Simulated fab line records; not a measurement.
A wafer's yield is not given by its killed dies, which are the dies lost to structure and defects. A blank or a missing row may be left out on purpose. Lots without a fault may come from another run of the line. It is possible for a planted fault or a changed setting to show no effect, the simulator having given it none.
A struck lot beside a sound one || flow rit-cmos || 43 out of 202 route steps
Sound: the wafers L610.1, L610.2, L610.4. Wafers L620.1, L620.2, L620.6 were the ones struck. The cause is given at the end.
For every step that has rows: the tool of each side, followed by ch and its chambers, followed by its first start. Under that, the readings that differ: sound wafers || struck wafers || difference of the means || sigmas: that difference in standard deviations of wafers without a fault.
alike: readings whose means differ by less than 2 such deviations, and words and numbers that are the same on both sides. not compared: withheld readings, readings that some wafer has no value for, bounds like >300 that may hide the same value, and numbers for which the record gives no deviation and whose values overlap.
Wherever a step has rows on one side only, a row that says differs or no value, or a row with sigmas, the two part there. Numbers that don't overlap but have no deviation are shown without sigmas and don't part them. A reading missing from all wafers of one side parts the sides only when that side holds two or more wafers.

RIT_GATE_THK_MEAS_07:
  sound on film-metro-02, day 4 03:05; struck on film-metro-03, day 6 08:23
  alike: GATE_OXIDE_THK
then, 1 step without rows for these wafers: RIT_GATE_CVD_08 (deposits poly-Si from SiH4, target thk 250 nm, time 2220 s).
RIT_GATE_THK_MEAS_09:
  sound on film-metro-04, day 4 05:25; struck on film-metro-03, day 6 10:04
  alike: GATE_POLY_THK
then, 6 steps without rows for these wafers: RIT_GATE_HMDS_10 (prime time 60 s); RIT_GATE_COAT_11 (resist thk 850 nm); RIT_GATE_SOFTBAKE_12 (time 60 s); RIT_GATE_EXPOSE_13 (exposes mask M6, target cd 150 nm); RIT_GATE_PEB_14; RIT_GATE_DEVELOP_15 (develop time 50 s).
RIT_GATE_CD_MEAS_16 targets a cd of 150 nm.
  sound on cd-sem-02, day 4 06:27; struck on cd-sem-01, day 6 10:58
  alike: cd-nm
RIT_GATE_OVL_MEAS_17:
  sound on overlay-02, day 4 06:34; struck on overlay-02, day 6 11:05
  alike: GATE_OVL
then, 1 step without rows for these wafers: RIT_GATE_HARDBAKE_18 (time 60 s).
RIT_GATE_ETCH_19: etches poly-Si in SF6/CHF3/O2, stops on SiO2, time 165 s, target depth 312.5 nm.
  sound on rie-si-01 ch 0,1,3, day 4 06:46; struck on rie-si-01 ch 0,2,3, day 6 11:16
  alike: drypump-motor-current-A, oes-product-au, throttle-valve-pct
  not compared: rf-hours-counter-h
RIT_GATE_STRIP_20: strips in O2, time 180 s.
  sound on plasma-asher-01 ch 0,1, day 4 06:52; struck on plasma-asher-04 ch 0,1, day 6 11:23
  alike: drypump-motor-current-A
  not compared: rf-hours-counter-h
RIT_GATE_CD_MEAS_90 targets a cd of 150 nm.
  sound on cd-sem-01, day 4 07:02; struck on cd-sem-02, day 6 11:33
  alike: cd-nm
then, 4 steps without rows for these wafers: RIT_REOX_CLEAN_00 (cleans in SC1, time 600 s); RIT_REOX_CLEAN_01 (cleans in dHF, time 30 s); RIT_REOX_CLEAN_02 (cleans in SC2, time 584.9 s); RIT_REOX_OXIDATION_03 (target thk 25.2 nm, ox time 5580 s).
RIT_REOX_THK_MEAS_04:
  sound on film-metro-01, day 4 12:13; struck on film-metro-01, day 6 14:47
  alike: REOX_OXIDE_THK
then, 6 steps without rows for these wafers: RIT_NLDD_HMDS_00 (prime time 60 s); RIT_NLDD_COAT_01 (resist thk 1000 nm); RIT_NLDD_SOFTBAKE_02 (time 60 s); RIT_NLDD_EXPOSE_03 (exposes mask M7, target cd 40700 nm); RIT_NLDD_PEB_04; RIT_NLDD_DEVELOP_05 (develop time 50 s).
RIT_NLDD_OVL_MEAS_06:
  sound on overlay-02, day 4 13:15; struck on overlay-01, day 6 15:50
  alike: NLDD_OVL
then, 2 steps without rows for these wafers: RIT_NLDD_HARDBAKE_07 (time 60 s); RIT_NLDD_IMPLANT_08.
RIT_NLDD_STRIP_09: strips in O2, time 180 s.
  sound on plasma-asher-03 ch 0,1, day 4 13:35; struck on plasma-asher-03 ch 0,1, day 6 16:10
  alike: drypump-motor-current-A
  not compared: rf-hours-counter-h
RIT_NLDD_TW_MEAS_10:
  sound on film-metro-01, day 4 13:46; struck on film-metro-02, day 6 16:34
  alike: NLDD_TW
then, 6 steps without rows for these wafers: RIT_PLDD_HMDS_00 (prime time 60 s); RIT_PLDD_COAT_01 (resist thk 1000 nm); RIT_PLDD_SOFTBAKE_02 (time 60 s); RIT_PLDD_EXPOSE_03 (exposes mask M8, target cd 40900 nm); RIT_PLDD_PEB_04; RIT_PLDD_DEVELOP_05 (develop time 50 s).
RIT_PLDD_OVL_MEAS_06:
  sound on overlay-02, day 4 14:48; struck on overlay-02, day 6 17:30
  alike: PLDD_OVL
then, 2 steps without rows for these wafers: RIT_PLDD_HARDBAKE_07 (time 60 s); RIT_PLDD_IMPLANT_08.
RIT_PLDD_STRIP_09: strips in O2, time 180 s.
  sound on plasma-asher-01 ch 0,1, day 4 15:08; struck on plasma-asher-01 ch 0,1, day 6 17:51
  alike: drypump-motor-current-A
  not compared: rf-hours-counter-h
RIT_PLDD_TW_MEAS_10:
  sound on film-metro-04, day 4 15:19; struck on film-metro-04, day 6 18:01
  alike: PLDD_TW
RIT_M1_PROBE_99:
  sound on prober-02, day 5 07:06; struck on prober-02, day 7 09:52
{"reading": "model.etest.poly-comb-over-steps.leak-log10-a-um", "sound": "-12.89 -12.8 -12.84", "struck": "-12.64 -11.83 -11.97", "difference": "+0.70", "sigmas": ""}
  alike: killed-at-front-end, killed-dies, killed-open, killed-short

WHERE THEY PART
Nowhere in this record.

WHY: whatever the simulator had introduced
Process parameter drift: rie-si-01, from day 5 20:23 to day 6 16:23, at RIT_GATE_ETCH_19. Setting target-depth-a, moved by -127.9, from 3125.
